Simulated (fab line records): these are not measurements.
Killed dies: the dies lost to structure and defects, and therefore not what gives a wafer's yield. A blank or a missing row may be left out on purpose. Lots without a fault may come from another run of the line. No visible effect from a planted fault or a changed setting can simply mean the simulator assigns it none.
Problem report in the 8D (eight disciplines) form, filled by code + flow rit-cmos + the parts of the form that need people (team, actions taken, sign-off) are left out

## 1. WHAT WENT WRONG
Wafers without a fault read 6.7, standard deviation 2.6; killed-at-front-end at RIT_M1_PROBE_99 reads a mean of 52.3 on 6 wafers belonging to 2 lots. Measured from the usual mean, that is +18 standard deviations.
First observed at day 4 11:59: wafer L655.2, on prober-01. The record has a number at this step for 6 wafers belonging to 2 lots. Rule for "out", or "out of limits": more than 4 standard deviations from the usual mean. All remaining wafers that have a number are taken as sound.

## 2. WHAT IT IS; WHAT IT IS NOT
| question                    | is                                              | is not                                        |
|-----------------------------|-------------------------------------------------|-----------------------------------------------|
| which readings at this step | killed-at-front-end, killed-dies, killed-on-rim | killed-at-contacts, killed-open, killed-short |
| which lots                  | L655, L657                                      | -                                             |
| which wafers of those lots  | all that have a number                          | -                                             |
| read on which tools         | prober-01                                       | -                                             |
| when                        | from day 4 11:59                                | up to then (0 sound wafers)                   |

## 3. WHAT RULES OUT EACH SUSPECT
Counting: a tool stays on the suspect list if, at a process step up to the reading, it processed all lots that are out and no sound lot following the first of them.
- furnace-04 at RIT_REOX_OXIDATION_03 (target thk 25.2 nm, ox time 5580 s): kept. It ran every lot that is out, first L655 (day 3 16:48), and no sound lot after that.
- plasma-asher-02 at RIT_PSD_STRIP_09 (strips in O2, time 180 s): kept. It ran every lot that is out, first L655 (day 4 04:03), and no sound lot after that.
- plasma-asher-02 at RIT_M1_STRIP_14 (strips in O2, time 180 s): kept. It ran every lot that is out, first L655 (day 4 10:02), and no sound lot after that.
- prober-01 at RIT_M1_PROBE_99: kept. It ran every lot that is out, first L655 (day 4 11:59), and no sound lot after that. On those wafers its own readings are out: killed-at-front-end, killed-dies, killed-on-rim.
Left after counting: furnace-04 at RIT_REOX_OXIDATION_03, plasma-asher-02 at RIT_PSD_STRIP_09, plasma-asher-02 at RIT_M1_STRIP_14, prober-01 at RIT_M1_PROBE_99.

## 4. THE CAUSE (what the simulator had put in)
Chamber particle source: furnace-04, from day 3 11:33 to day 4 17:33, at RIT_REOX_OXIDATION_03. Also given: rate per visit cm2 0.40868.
Counting left 4 suspects, and this tool is among them.

## 5. THE CHAIN OF EFFECTS, in route order
Each row: a reading whose mean over the struck wafers that have a number lies more than 3 standard deviations from the usual. Only readings whose record carries a usual standard deviation are examined. hours: median over the lots of the time between each lot's start at the first step of this table that gives one and its start at this step. sigmas: the change, counted in usual standard deviations.
| hours | step            | reading             | usual | on struck wafers | change | sigmas |
|-------|-----------------|---------------------|-------|------------------|--------|--------|
| 0     | RIT_M1_PROBE_99 | killed-at-front-end | 6.7   | 52.3             | +45.6  | +18    |
| 0     | RIT_M1_PROBE_99 | killed-dies         | 6.8   | 52.3             | +45.5  | +18    |
| 0     | RIT_M1_PROBE_99 | killed-on-rim       | 1.9   | 14.5             | +12.6  | +9.7   |
Its process steps:
- RIT_M1_PROBE_99

## 6. HOW IT WOULD HAVE BEEN CAUGHT EARLIER
In this record no reading fell out of limits until day 4 11:59, 24 hours after the fault had begun at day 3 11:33.
An alarm limit of 4 standard deviations would not have fired on the tool readings at RIT_REOX_OXIDATION_03 for which the record gives a usual standard deviation, since none of them was out on any struck wafer.
All the lots that are out (2) had begun RIT_REOX_OXIDATION_03 on furnace-04 by day 4 11:59. None of them would have been spared by holding the tool at that moment.
